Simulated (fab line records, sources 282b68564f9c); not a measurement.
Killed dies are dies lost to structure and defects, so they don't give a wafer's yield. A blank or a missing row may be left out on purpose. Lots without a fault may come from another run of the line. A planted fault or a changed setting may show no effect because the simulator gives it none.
A struck lot beside a sound one | flow rit_cmos | 15 steps out of a route of 202
Sound: wafers L255.1, L255.4, L255.6. Struck: wafers L266.1, L266.2, L266.6. The cause comes at the end.
At each step with rows: each side's tool, then ch and its chambers, then its first start. Under that, the readings that differ: sound wafers | struck wafers | difference of the means | sigmas: that difference in standard deviations of wafers without a fault.
alike: readings whose means differ by less than 2 such deviations, and words and numbers that are the same on both sides. not compared: withheld readings, readings that some wafer has no value for, bounds like >300 that may hide the same value, and numbers for which the record gives no deviation and whose values overlap.
The two part at a step that has a row with sigmas, a row that says differs or no value, or rows on one side only. Numbers that don't overlap but have no deviation are shown without sigmas and don't part them. A reading that every wafer of one side lacks parts them only if that side has two wafers or more.

first, 4 steps without rows for these wafers: RIT_GATE_CLEAN_01 (cleans in SC1, time 600 s); RIT_GATE_CLEAN_02 (cleans in dHF, time 30 s); RIT_GATE_CLEAN_03 (cleans in SC2, time 600 s); RIT_GATE_CLEAN_04 (cleans in dHF, time 60 s).
RIT_FOX2_THK_MEAS_91:
  sound on film_metro-04, day 2 12:48; struck on film_metro-04, day 5 00:10
  reading                     | sound       | struck      | difference | sigmas
  FIELD_OXIDE_LEFT_2_THK (nm) | 247 247 242 | 258 260 258 | +13        | +2
then, 2 steps without rows for these wafers: RIT_GATE_OXIDATION_05 (target thk 3 nm, ox time 270 s); RIT_GATE_ANNEAL_06 (time 600 s).
RIT_GATE_THK_MEAS_07:
  sound on film_metro-02, day 2 14:11; struck on film_metro-02, day 5 03:13
  alike: GATE_OXIDE_THK
then, 1 step without rows for these wafers: RIT_GATE_CVD_08 (deposits poly-Si from SiH4, target thk 250 nm, time 2220 s).
RIT_GATE_THK_MEAS_09:
  sound on film_metro-02, day 2 15:52; struck on film_metro-02, day 5 04:54
  alike: GATE_POLY_THK
then, 2 steps without rows for these wafers: RIT_GATE_HMDS_10 (prime time 60 s); RIT_GATE_COAT_11 (resist thk 850 nm).
RIT_GATE_SOFTBAKE_12: time 60 s.
  sound on litho_track-03 ch 0, day 2 16:13; struck on litho_track-03 ch 0, day 5 05:16
  reading                  | sound             | struck            | difference | sigmas
  heater_power_total_W (W) | 34.60 34.65 34.50 | 33.72 33.71 33.82 | -0.83      | -16
  plate_temp_C (C)         | 89.87 90.02 89.86 | 88.61 88.38 88.54 | -1.41      | -13
  alike: exhaust_pa, resist_line_temp_C
then, 1 step without rows for these wafers: RIT_GATE_EXPOSE_13 (exposes mask M6, target cd 150 nm).
RIT_M1_PROBE_99:
  sound on prober-02, day 3 13:41; struck on prober-01, day 6 05:56
  alike: killed_at_front_end, killed_dies, killed_on_rim, killed_open, killed_short

WHERE THEY PART
First at RIT_FOX2_THK_MEAS_91; last, within this record, at RIT_GATE_SOFTBAKE_12. Later steps at which nothing parts them and some readings are alike: RIT_M1_PROBE_99.

WHY: what the simulator had put in
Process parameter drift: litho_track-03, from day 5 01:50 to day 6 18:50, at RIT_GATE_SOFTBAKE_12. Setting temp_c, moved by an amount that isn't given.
